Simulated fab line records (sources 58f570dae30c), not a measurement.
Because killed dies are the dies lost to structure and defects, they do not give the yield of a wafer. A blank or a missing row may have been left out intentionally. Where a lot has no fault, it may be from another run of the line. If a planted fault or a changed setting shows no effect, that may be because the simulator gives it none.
fab line records | flow berkeleyCmos170
[record] lots = 13 wafers = 39 lastDay = 12
route steps=331 shown NWELL@23 PWELL@47 PVT@121 PLDD@152
lots that met no fault: from a run of the same line without faults
startH: hours from the record's first day to the start of the lot's first wafer shown | waitH: time in hours since the lot's previous step | " identical to the entry in the row above | L1.1+2: a single row standing in for several wafers | - no value, or no start given | * or withheld: withheld | < > ~ a bound
route shown NAME@n: a module of which the file shows steps, and the number in the route of the first | usual: mean/standard deviation taken from wafers without a fault | same: alike in all rows | chamber/n: place in a boat | sites: each site's reading | _std_site: the values' standard deviation | _edge_site: outer sites' mean less inner sites' | radiusMm: how far each site lies from the wafer's centre | mask NAME#n: copy n | behind: the most recent tool/chamber to have shaped the wafer | hold: cause of the lot's hold/its duration in hours/its outcome | device: transistor that didn't switch, given as n, p or np | end of line: tests run on the same wafers once the route is complete | a step without rows: its recipe alone | killed: not the wafer's yield, but the dies lost to structure and defects at the first sort | map: the dies of a wafer, with x for killed, . for not killed, _ for no die there
set.NAME: the setting that was run; set.NAME@STEP: the one run at that earlier step | model.NAME: the simulator's own value behind a step, which no gauge read
steps of the route over a sample of lots; a table a step, a row a wafer
services: from which hour (startH, from the record's first day; less than 0 if before it) a tool's chamber was out of use, for how many hours, and why
[[steps]]
[step UCB170_NWELL_EXPOSE_09]
[recipe] maskId = NWELL targetCdNm = 3000 na = 0.5 sigmaOuter = 0.6 sourceShape = conventional doseMj = 25
// columns lot.wafer tool chamber startH waitH mask
L928.2+4+5 krfScanner-01 0 30.26 0.2 NWELL#0
L929.4+5+6 krfScanner-02 0 36.31 0.2 NWELL#0
L930.1+2+6 krfScanner-02 0 42.08 0.4 NWELL#0
L932.2+5+6 krfScanner-01 0 46.14 0.2 NWELL#0
L933.1+2+6 krfScanner-02 0 54.44 0.1 NWELL#0
L935.3+5+6 krfScanner-02 0 66.48 0.2 NWELL_R1#0
L945.2+5+6 krfScanner-01 0 111.41 0.1 NWELL#0
L946.3+4+5 krfScanner-01 0 121.40 0.1 NWELL#0
L947.1+3+5 krfScanner-02 0 125.85 0.2 NWELL#0
L948.1+2+5 krfScanner-02 0 133.27 0.1 NWELL#0
L949.2+3+6 krfScanner-01 0 139.37 0.3 NWELL#0
L950.3+4+5 krfScanner-02 0 143.24 0.2 NWELL#0
L951.1+3+4 krfScanner-01 0 143.44 0.4 NWELL#0
[step UCB170_PWELL_OVL_MEAS_13]
[usual] PWELL_OVL = -3/4.6
// columns lot.wafer tool chamber startH waitH PWELL_OVL[nm]
L928.2 overlay-01 - 46.02 - -4
L928.4 " - " " -4
L928.5 " - " " -3
L929.4 overlay-01 - 49.84 - -7
L929.5 " - " " -2
L929.6 " - " " -8
L930.1 overlay-02 - 62.31 - -5
L930.2 " - " " -5
L930.6 " - " " -2
L932.2 overlay-02 - 62.59 - 6
L932.5 " - " " 5
L932.6 " - " " 4
L933.1 overlay-01 - 69.99 - -4
L933.2 " - " " -7
L933.6 " - " " -9
L935.3 overlay-01 - 85.59 - 3
L935.5 " - " " -6
L935.6 " - " " -6
L945.2 overlay-01 - 136.04 - -6
L945.5 " - " " -12
L945.6 " - " " -5
L947.1 overlay-02 - 141.55 - -4
L947.3 " - " " -2
L947.5 " - " " 0
L946.3 overlay-01 - 141.90 - -2
L946.4 " - " " -9
L946.5 " - " " 2
L948.1 overlay-02 - 150.05 - -6
L948.2 " - " " -6
L948.5 " - " " -8
L950.3 overlay-01 - 159.95 - 0
L950.4 " - " " 2
L950.5 " - " " -1
L951.1 overlay-02 - 160.22 - 1
L951.3 " - " " -4
L951.4 " - " " -9
L949.2 overlay-02 - 160.41 - -2
L949.3 " - " " -9
L949.6 " - " " 3
[step UCB170_PVT_OVL_MEAS_06]
[usual] PVT_OVL = -3/5.7
// columns lot.wafer tool chamber startH waitH PVT_OVL[nm]
L928.2 overlay-02 - 101.30 - -1
L928.4 " - " " -10
L928.5 " - " " -1
L929.4 overlay-01 - 101.52 - -7
L929.5 " - " " -12
L929.6 " - " " -10
L932.2 overlay-02 - 116.98 - -16
L932.5 " - " " -11
L932.6 " - " " -14
L930.1 overlay-02 - 117.25 - -3
L930.2 " - " " -2
L930.6 " - " " -3
L933.1 overlay-02 - 135.84 - -5
L933.2 " - " " 2
L933.6 " - " " -3
L935.3 overlay-02 - 142.62 - 6
L935.5 " - " " 0
L935.6 " - " " 3
L945.2 overlay-02 - 202.64 - -9
L945.5 " - " " -3
L945.6 " - " " -8
L947.1 overlay-01 - 202.87 - 0
L947.3 " - " " 3
L947.5 " - " " -6
L946.3 overlay-02 - 203.13 - -4
L946.4 " - " " -5
L946.5 " - " " 0
L948.1 overlay-01 - 221.04 - -9
L948.2 " - " " -17
L948.5 " - " " -5
L951.1 overlay-02 - 224.86 - 11
L951.3 " - " " 6
L951.4 " - " " 3
L949.2 overlay-02 - 224.93 - -9
L949.3 " - " " -2
L949.6 " - " " -4
L950.3 overlay-02 - 224.97 - 7
L950.4 " - " " 3
L950.5 " - " " 1
[step UCB170_PLDD_OVL_MEAS_07]
[usual] PLDD_OVL = -2/4.5
// columns lot.wafer tool chamber startH waitH PLDD_OVL[nm]
L928.2 overlay-02 - 115.77 0.1 -1
L928.4 " - " " 1
L928.5 " - " " -2
L929.4 overlay-02 - 116.71 0.1 -6
L929.5 " - " " 0
L929.6 " - " " 0
L932.2 overlay-01 - 134.16 0.1 5
L932.5 " - " " 5
L932.6 " - " " 2
L930.1 overlay-02 - 134.27 0.1 1
L930.2 " - " " 4
L930.6 " - " " -2
L933.1 overlay-01 - 149.89 0.1 -2
L933.2 " - " " 6
L933.6 " - " " -2
L935.3 overlay-01 - 157.28 0.1 -5
L935.5 " - " " 2
L935.6 " - " " -7
L945.2 overlay-02 - 218.44 0.1 -6
L945.5 " - " " -2
L945.6 " - " " 5
L946.3 overlay-01 - 219.51 0.1 1
L946.4 " - " " -3
L946.5 " - " " 0
L947.1 overlay-02 - 219.89 0.1 6
L947.3 " - " " -2
L947.5 " - " " 5
L948.1 overlay-01 - 232.05 0.1 -10
L948.2 " - " " -8
L948.5 " - " " -6
L951.1 overlay-01 - 239.68 0.1 -5
L951.3 " - " " 2
L951.4 " - " " -7
L949.2 overlay-01 - 240.10 0.1 -7
L949.3 " - " " -8
L949.6 " - " " -1
L950.3 overlay-01 - 240.38 0.1 3
L950.4 " - " " -5
L950.5 " - " " -2
[[services]]
// columns tool chamber startH hours kind
krfScanner-01 - 28.62 1.3 pm
krfScanner-02 - 36.37 4.0 pm
krfScanner-01 - 57.13 0.2 repair
krfScanner-01 - 62.37 1.0 pm
krfScanner-02 - 63.42 1.3 pm
krfScanner-02 - 78.92 8.5 repair
krfScanner-01 - 87.15 - calibration
krfScanner-01 - 87.38 0.8 pm
krfScanner-02 0 103.31 - calibration
krfScanner-01 0 121.21 - calibration
krfScanner-02 - 138.36 1.0 pm
[[key]]
[firstSign] step = UCB170_NWELL_EXPOSE_09 reading = mask direction = changed
effect none on later readings
metAt UCB170_NWELL_EXPOSE_09
struckLots L935
sortLeftOut L935.3,L935.5,L935.6
testerLeftOut L935
notActingAt UCB170_PWELL_OVL_MEAS_13,UCB170_PVT_OVL_MEAS_06,UCB170_PLDD_OVL_MEAS_07
onsetBetween 54.44 66.48
[fault] kind = wrongMask tool = any chamber = - onsetH = 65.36 steps = UCB170_NWELL_EXPOSE_09 auxCopy = NWELL_R1#0 cdOffsetNm = -360 scope = struckLotsOnly
// testerLeftOut: of these lots the tester's yield and bins aren't shown, on N5 and GAA mostly nor the transistor test; their killed dies are dies lost to structure and defects alone, not to doping, threshold or leakage, so they don't give the yield
// sortLeftOut: the simulated sort isn't trusted on such a fault, so these wafers' sort isn't shown, and their yield isn't known
